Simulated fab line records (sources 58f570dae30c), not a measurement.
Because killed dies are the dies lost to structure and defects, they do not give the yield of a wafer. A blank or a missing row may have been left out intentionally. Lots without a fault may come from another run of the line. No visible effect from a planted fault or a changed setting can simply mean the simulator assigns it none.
Struck lot and sound lot, side by side    flow berkeleyCmos170    17 steps out of a route of 331
Sound: these wafers, L492.2, L492.3, L492.6. Struck: wafers L500.2, L500.4, L500.5. The cause is given at the end.
Order at every step that has rows: each side's tool, ch and its chambers, its first start. Under that, the readings that differ: sound wafers    struck wafers    difference of the means    sigmas: that difference in standard deviations of wafers without a fault.
alike: same words and numbers on both sides, and readings whose means sit less than 2 such deviations apart. not compared: any withheld reading, any reading some wafer has no value for, any bound like >300 that may hide the same value, and any number with overlapping values for which the record gives no deviation.
Wherever a step has rows on one side only, a row that says differs or no value, or a row with sigmas, the two part there. Numbers that have no deviation but don't overlap get no sigmas and don't part them. Lack of a reading on every wafer of one side parts them only where that side has two or more wafers.

UCB170_NVT_OVL_MEAS_06:
  sound: overlay-02 at day 6 13:10; struck: overlay-02 at day 8 03:07
  alike: NVT_OVL
after that, 1 step had no rows for these wafers: UCB170_NVT_IMPLANT_07.
UCB170_NVT_STRIP_08: strips in O2.
  sound on plasmaAsher-04 ch 0, day 6 13:22; struck on plasmaAsher-02 ch 0,1, day 8 03:18
  alike: drypumpMotorCurrentA, oesProductAu, stripTimeToEndpointS
  not compared: rfHoursCounterH
UCB170_NVT_TW_MEAS_09:
  sound: filmMetro-01 at day 6 13:28; struck: filmMetro-04 at day 8 03:25
  alike: NVT_TW
then, 7 steps without rows for these wafers: UCB170_NVT_CLEAN_10 (cleans in SPM, time 600 s); UCB170_PVT_HMDS_00 (prime time 60 s); UCB170_PVT_COAT_01 (resist thk 900 nm); UCB170_PVT_SOFTBAKE_02 (time 60 s); UCB170_PVT_EXPOSE_03 (exposes mask NWELL, target cd 3000 nm); UCB170_PVT_PEB_04; UCB170_PVT_DEVELOP_05 (develop time 45 s).
UCB170_PVT_OVL_MEAS_06:
  sound: overlay-02 at day 6 16:30; struck: overlay-01 at day 8 04:44
  alike: PVT_OVL
UCB170_PVT_IMPLANT_07:
  sound on implanter-03 ch 0, day 6 16:34; struck on implanter-03 ch 0, day 8 04:48
reading           sound                             struck                            difference   sigmas
doseIonsCm2       1.9993e+12 1.9979e+12 2.0011e+12  1.5637e+12 1.5623e+12 1.5598e+12  -4.3750e+11  -99 or more
faradayCurrentUA  6.46 6.14 6.20                    4.96 4.89 4.92                    -1.34        -11
UCB170_PVT_STRIP_08: strips in O2.
  sound on plasmaAsher-03 ch 0,1, day 6 16:41; struck on plasmaAsher-02 ch 0,1, day 8 04:55
  alike: drypumpMotorCurrentA, oesProductAu, stripTimeToEndpointS
  not compared: rfHoursCounterH
UCB170_PVT_TW_MEAS_09:
  sound: filmMetro-04 at day 6 16:47; struck: filmMetro-04 at day 8 05:02
reading  sound        struck       difference  sigmas
PVT_TW   501 502 506  467 468 469  -35         -9
then, 1 step without rows for these wafers: UCB170_GATE_WET_ETCH_00 (etches SiO2 in dHF, time 200 s).
UCB170_M3_PROBE_99:
  the record has rows for the sound wafers here (prober-01, day 8 16:56) and none for the struck ones

## WHERE THEY PART
Last at UCB170_M3_PROBE_99 as far as this record goes, first at UCB170_PVT_IMPLANT_07.

WHY: whatever the simulator had introduced
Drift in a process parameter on implanter-03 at UCB170_PVT_IMPLANT_07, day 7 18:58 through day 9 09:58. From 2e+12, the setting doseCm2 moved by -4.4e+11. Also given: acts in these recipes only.
